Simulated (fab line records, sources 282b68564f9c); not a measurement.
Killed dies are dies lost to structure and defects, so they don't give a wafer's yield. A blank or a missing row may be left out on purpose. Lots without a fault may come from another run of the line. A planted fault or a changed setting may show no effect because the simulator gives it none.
Split-lot experiment | flow rit_cmos | 5 lots, 23 wafers read, on a route of 202 steps

THE SPLIT
At RIT_NWELL_COAT_01 (resist thk 1300 nm), the setting spin_rpm was moved away from the recipe's 2000 rpm on 7 of the 23 wafers read, by -5.8% to +6.9%. The other wafers ran this setting at the recipe's value.

FROM THE SPLIT TO THE READING: what the file shows between them, 3 steps
- RIT_NWELL_SOFTBAKE_02: time 60 s
- RIT_NWELL_EXPOSE_03: exposes mask M2, target cd 43900 nm
- RIT_NWELL_DEVELOP_05: develop time 68 s

THE READING
NOVOLAK_of_NWELL_COAT_01.thk_nm (the simulator's own value, which no gauge read), in nm, at RIT_NWELL_HARDBAKE_07 (time 120 s). The file gives no usual value for it. The 16 wafers here that ran the recipe average 1133 nm, standard deviation 3.2 nm.

wafer  | tool, chamber at the split | spin_rpm as run, rpm | against the recipe | NOVOLAK_of_NWELL_COAT_01.thk_nm, nm | against lot-mates on the recipe
L075.2 | litho_track-02, 0          | 2000                 | recipe             | 1135                                | -
L075.3 | litho_track-02, 0          | 2000                 | recipe             | 1135                                | -
L075.4 | litho_track-02, 0          | 2000                 | recipe             | 1137                                | -
L078.1 | litho_track-02, 0          | 2000                 | recipe             | 1137                                | -
L078.3 | litho_track-02, 0          | 1940                 | -3.0%              | 1152                                | +14
L078.4 | litho_track-02, 0          | 1940                 | -3.0%              | 1154                                | +16
L078.5 | litho_track-02, 0          | 2000                 | recipe             | 1138                                | -
L078.6 | litho_track-02, 0          | 2000                 | recipe             | 1139                                | -
L081.1 | litho_track-03, 0          | 2000                 | recipe             | 1130                                | -
L081.2 | litho_track-03, 0          | 2000                 | recipe             | 1130                                | -
L081.4 | litho_track-03, 0          | 2000                 | recipe             | 1130                                | -
L081.5 | litho_track-03, 0          | 2000                 | recipe             | 1133                                | -
L081.6 | litho_track-03, 0          | 2000                 | recipe             | 1129                                | -
L082.1 | litho_track-04, 0          | 1885                 | -5.8%              | 1168                                | +37
L082.2 | litho_track-04, 0          | 2000                 | recipe             | 1129                                | -
L082.3 | litho_track-04, 0          | 2000                 | recipe             | 1134                                | -
L082.4 | litho_track-04, 0          | 2000                 | recipe             | 1131                                | -
L082.5 | litho_track-04, 0          | 1885                 | -5.8%              | 1166                                | +35
L083.1 | litho_track-03, 0          | 2000                 | recipe             | 1133                                | -
L083.2 | litho_track-03, 0          | 2137                 | +6.9%              | 1095                                | -38
L083.4 | litho_track-03, 0          | 2137                 | +6.9%              | 1098                                | -36
L083.5 | litho_track-03, 0          | 2137                 | +6.9%              | 1094                                | -40
L083.6 | litho_track-03, 0          | 2000                 | recipe             | 1134                                | -

THE FIT
A straight line over all 23 wafers: NOVOLAK_of_NWELL_COAT_01.thk_nm changes by -5.7 nm for each +1% of spin_rpm; r = -0.99; the points scatter about the line by 3 nm.
The same after taking each lot's own level away (the mean of its wafers on the recipe; 23 wafers): -5.68 nm for each +1%; r = -1.00; scatter 1.8 nm.
On that fit, the largest move of spin_rpm shifts the reading by 39 nm.
The lots' own levels span 1130.4 to 1138.0 nm, that is 2.4 times the standard deviation above.
So the lot-to-lot level changes the slope little: the two slopes agree.
Check: with one of the wafers moved furthest among these (+6.9%) left out of the fit, the line predicts -38.8 nm for it against its lot-mates. It came out at -38.5 nm against them.

OTHER SPLITS ON THESE WAFERS
These wafers also went through other splits before the reading. Each is held against what the fit with the lots' levels taken away leaves over:
other split on the same wafers      | wafers away from the commonest value | r with NOVOLAK_of_NWELL_COAT_01.thk_nm (lot level and that fit taken away)
RIT_ACTIVE_CVD_03 sih2cl2_flow_sccm | 15                                   | -0.24
RIT_ACTIVE_COAT_06 resist_thk_nm    | 9                                    | -0.13
RIT_ACTIVE_HARDBAKE_12 temp_c       | 5                                    | -0.09
RIT_FOX1_OXIDATION_00 ox_time_s     | 15                                   | -0.36

THE WHOLE CHAIN: every reading that the file lists as answering this split, in the file's order
step                  | what it does       | reading                                                                          | change (the file's fit)              | r (the file's)
RIT_NWELL_COAT_01     | resist thk 1300 nm | NOVOLAK_of_NWELL_COAT_01.thk_nm (the simulator's own value, which no gauge read) | -6.62 nm for each +1% of the setting | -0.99
RIT_NWELL_HARDBAKE_07 | time 120 s         | NOVOLAK_of_NWELL_COAT_01.thk_nm (the simulator's own value, which no gauge read) | -5.71 nm for each +1% of the setting | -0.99

THE FILE'S OWN FIT
NOVOLAK_of_NWELL_COAT_01.thk_nm changes by -5.71 nm for each +1% of spin_rpm, r = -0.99.
